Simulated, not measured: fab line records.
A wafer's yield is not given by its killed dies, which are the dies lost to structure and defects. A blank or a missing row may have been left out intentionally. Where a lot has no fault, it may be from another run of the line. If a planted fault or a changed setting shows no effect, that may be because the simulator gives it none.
fab line records    flow rit_cmos
record: lots: 14  wafers: 42  last_day: 7
route steps=202 shown PWELL@47 M1@202
lots with no fault: from the same line, run without faults
start_h: hours from the record's first day to the start of the lot's first wafer shown    wait_h: hours from the lot's prior step to this one    " same as the row above    L1.1+2: a row that stands for several wafers    - no value present, or no start provided    * or withheld: withheld    < > ~ a bound
route shown NAME@n: a module of which the file shows steps, and the number in the route of the first    usual: mean and standard deviation over wafers with no fault    same: alike in all rows    chamber/n: place in a boat    sites: each site's reading    _std_site: their standard deviation    _edge_site: inner sites' mean taken away from outer sites' mean    radius_mm: how far each site lies from the wafer's centre    mask NAME#n: copy n    behind: the tool/chamber that last shaped the wafer    hold: cause of the lot's hold/its duration in hours/its outcome    device: the n, p or np transistor that did not switch    end of line: at the end of the route, the tests of the same wafers    a step given without rows: its recipe and nothing more    killed: dies that structure and defects cost at the first sort, which is not the same as the wafer's yield    map: the dies of a wafer, with x for killed, . for not killed, _ for no die there
set.NAME: setting as actually run; set.NAME@STEP: the setting as run at that earlier step    model.NAME: the simulator's own value behind a step, which no gauge read
a sample of lots followed through the steps of the route, with each step as a table and each wafer as a row
services: when a tool's chamber went out of use (start_h, in hours from the record's first day, below 0 if earlier), for how many hours, and the reason
== steps ==
step: RIT_PWELL_IMPLANT_08
recipe: species: B  energy_kev: 170  dose_cm2: 7e+13  tilt_deg: 7
usual: dose_ions_cm2: 7e+13/7.9e+10  tilt_deg: 6.999/0.018
lot.wafer  tool          chamber  start_h  wait_h  dose_ions_cm2  tilt_deg
L586.1     implanter-04  0        23.64    0.2     6.999e+13      7.007
L586.4     "             0        "        "       7.013e+13      7.008
L586.5     "             0        "        "       7.017e+13      6.999
L587.1     implanter-02  0        27.88    0.2     6.996e+13      6.990
L587.2     "             0        "        "       7.005e+13      7.006
L587.5     "             0        "        "       6.99e+13       6.992
L588.3     implanter-03  0        32.62    0.2     6.999e+13      6.971
L588.4     "             0        "        "       6.986e+13      6.995
L588.6     "             0        "        "       7.001e+13      7.007
L589.1     implanter-03  0        37.14    0.2     6.986e+13      7.004
L589.3     "             0        "        "       7.008e+13      7.007
L589.4     "             0        "        "       7.004e+13      6.978
L592.3     implanter-04  0        52.94    0.2     7.008e+13      7.034
L592.5     "             0        "        "       6.996e+13      6.991
L592.6     "             0        "        "       7.008e+13      7.036
L595.1     implanter-04  0        68.89    0.2     6.971e+13      7.015
L595.2     "             0        "        "       6.999e+13      7.011
L595.4     "             0        "        "       7.004e+13      6.985
L596.1     implanter-02  0        75.30    0.2     6.996e+13      6.984
L596.2     "             0        "        "       7.003e+13      7.005
L596.3     "             0        "        "       7.006e+13      6.990
L597.2     implanter-02  0        79.98    0.2     6.996e+13      6.995
L597.3     "             0        "        "       6.995e+13      6.977
L597.4     "             0        "        "       7.006e+13      7.007
L598.2     implanter-03  0        84.44    0.2     7.001e+13      6.998
L598.4     "             0        "        "       6.992e+13      7.003
L598.5     "             0        "        "       7.009e+13      7.022
L599.2     implanter-02  0        88.66    0.2     6.997e+13      7.009
L599.3     "             0        "        "       6.989e+13      7.029
L599.6     "             0        "        "       6.995e+13      6.997
L600.3     implanter-04  0        92.90    0.2     6.995e+13      6.984
L600.5     "             0        "        "       6.994e+13      6.995
L600.6     "             0        "        "       6.999e+13      7.013
L602.2     implanter-03  0        102.33   0.2     7.013e+13      6.984
L602.3     "             0        "        "       7.007e+13      6.971
L602.6     "             0        "        "       7.005e+13      7.000
L607.1     implanter-02  0        127.27   0.2     6.995e+13      3.711
L607.2     "             0        "        "       7.002e+13      3.749
L607.5     "             0        "        "       6.983e+13      3.747
L608.1     implanter-02  0        133.03   0.2     6.995e+13      3.721
L608.4     "             0        "        "       7.009e+13      3.734
L608.6     "             0        "        "       6.998e+13      3.737
step: RIT_M1_PROBE_99
usual: killed_at_M0_to_M3: 0.0/0.14  killed_at_contacts: 0.0/0.22  killed_at_front_end: 6.9/3  killed_dies: 6.9/3  killed_open: 3.5/2  killed_short: 3.4/2.1
same: gross_dies: 264  killed_at_M4_up: 0  killed_at_back_side: 0  killed_at_other: 0
lot.wafer  tool       chamber  start_h  wait_h  killed_at_M0_to_M3  killed_at_contacts  killed_at_front_end  killed_dies  killed_open  killed_short
L602.2     prober-01  -        136.25   0.1     0                   0                   8                    8            2            6
L602.3     prober-01  -        136.30   0.2     0                   0                   4                    4            3            1
L602.6     prober-01  -        136.45   0.2     0                   0                   9                    9            3            6
killed by level:class
L602.2 GATE:geometric_particle:short=2 SPACER:geometric_particle:short=2 FOX2:geometric_particle:open=1 REOX:geometric_particle:open=1 REOX:geometric_particle:short=1 SILICIDE:geometric_particle:short=1
L602.3 GATE:geometric_particle:open=2 SPACER:geometric_particle:open=1 SILICIDE:geometric_particle:short=1
L602.6 FOX1:geometric_particle:open=2 GATE:geometric_particle:short=2 REOX:geometric_particle:short=2 FOX2:geometric_particle:short=1 REOX:geometric_particle:open=1 SPACER:geometric_particle:short=1
== services ==
tool          chamber  start_h  hours  kind
implanter-03  -        14.80    3.5    pm
implanter-03  -        27.59    1.2    repair
implanter-03  -        64.28    3.0    repair
implanter-03  -        81.27    1.4    pm
== key ==
first_sign: step: RIT_PWELL_IMPLANT_08  reading: tilt_deg  direction: down  sigmas: 99+  usual: 6.999  struck: 3.733
effect none on later readings
met_at RIT_PWELL_IMPLANT_08
struck_lots L607,L608
tester_left_out L607,L608
onset_between 88.66 127.27
fault: kind: process_parameter_drift  tool: implanter-02  chamber: -  onset_h: 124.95  steps: RIT_PWELL_IMPLANT_08  channel: tilt_deg  offset: -3.2661  shape: step  end_h: 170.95  acts_in: these_recipes_only  stated: 7
tester_left_out: of these lots the tester's yield and bins aren't shown, on N5 and GAA mostly nor the transistor test; their killed dies are dies lost to structure and defects alone, not to doping, threshold or leakage, so they don't give the yield
